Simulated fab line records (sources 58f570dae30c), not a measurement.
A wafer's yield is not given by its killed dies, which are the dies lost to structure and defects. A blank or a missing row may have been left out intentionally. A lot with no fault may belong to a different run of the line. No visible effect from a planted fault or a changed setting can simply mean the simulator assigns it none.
Lot-split experiment    flow berkeley-cmos170    on a route of 331 steps: 5 lots, 23 wafers read

SPLIT DETAILS
At UCB170_PVT_IMPLANT_07, the setting dose-cm2 was moved away from the recipe's 2e+12 on 5 of the 23 wafers read, by +4.4% to +6.7%. For the rest of the wafers, this setting stayed at what the recipe calls for.

FROM THE SPLIT ON TO THE READING: in between, the file shows 1 step
- UCB170_PVT_STRIP_08: strips in O2

THE READING
PVT_TW, at UCB170_PVT_TW_MEAS_09. Typical for fault-free wafers on this fab line: 509, with standard deviation 4.3.

wafer   tool, chamber at the split  dose-cm2 as run  against the recipe  PVT_TW  against lot-mates on the recipe
L074.1  implanter-04, 0             2e+12            recipe              511     -
L074.2  implanter-04, 0             2e+12            recipe              511     -
L074.3  implanter-04, 0             2e+12            recipe              511     -
L074.4  implanter-04, 0             2e+12            recipe              512     -
L074.6  implanter-04, 0             2e+12            recipe              512     -
L078.2  implanter-03, 0             2e+12            recipe              509     -
L078.3  implanter-03, 0             2e+12            recipe              510     -
L078.4  implanter-03, 0             2e+12            recipe              512     -
L078.5  implanter-03, 0             2e+12            recipe              513     -
L078.6  implanter-03, 0             2e+12            recipe              514     -
L077.1  implanter-03, 0             2.089e+12        +4.4%               514     +4
L077.2  implanter-03, 0             2.089e+12        +4.4%               516     +6
L077.3  implanter-03, 0             2e+12            recipe              512     -
L077.5  implanter-03, 0             2e+12            recipe              508     -
L077.6  implanter-03, 0             2.089e+12        +4.4%               514     +4
L075.1  implanter-03, 0             2e+12            recipe              506     -
L075.3  implanter-03, 0             2.133e+12        +6.7%               518     +12
L075.4  implanter-03, 0             2e+12            recipe              507     -
L075.5  implanter-03, 0             2.133e+12        +6.7%               520     +14
L075.6  implanter-03, 0             2e+12            recipe              505     -
L083.1  implanter-03, 0             2e+12            recipe              498     -
L083.2  implanter-03, 0             2e+12            recipe              504     -
L083.4  implanter-03, 0             2e+12            recipe              499     -

FIT RESULTS
A straight line over all 23 wafers: PVT_TW changes by +1.5 for each +1% of dose-cm2; r = +0.64; the points scatter about the line by 4.2.
The same after taking each lot's own level away (the mean of its wafers on the recipe; 23 wafers): +1.61 for each +1%; r = +0.89; scatter 2.
That fit puts the effect of the largest move of dose-cm2 on the reading at 11.
The span of the lots' own levels, 500.3 to 511.6, comes to 2.6 times the standard deviation stated above.
So the lot-to-lot level blurs the effect unless lot-mates are compared.
Check: with one of the wafers moved furthest among these (+6.7%) left out of the fit, the line predicts +10 for it against its lot-mates. It came out at +12 against them.

THE OTHER SPLITS THESE WAFERS WENT THROUGH
These wafers also went through other splits before the reading. Each is held against what the fit with the lots' levels taken away leaves over:
other split on the same wafers          wafers away from the commonest value  r with PVT_TW (lot level and that fit taken away)
UCB170_START_OXIDATION_02 temp-c        10                                    +0.22
UCB170_ZERO_STRIP_07 o2-flow-sccm       8                                     -0.16
UCB170_NWELL_COAT_07 spin-rpm           10                                    +0.11
UCB170_NWELL_DEVELOP_11 develop-time-s  6                                     -0.13
UCB170_PWELL_CVD_05 pressure-mtorr      15                                    -0.37
UCB170_PWELL_ETCH_14 rf-w               11                                    +0.21
UCB170_ACTIVE_OXIDATION_02 temp-c       18                                    +0.38
UCB170_ACTIVE_ETCH_15 time-s            5                                     +0.04
UCB170_PFIELD_IMPLANT_07 energy-kev     11                                    +0.26
UCB170_SCREENOX_OXIDATION_01 temp-c     15                                    -0.11

FILE'S OWN FIT
PVT_TW changes by +1.67 for each +1% of dose-cm2, r = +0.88.
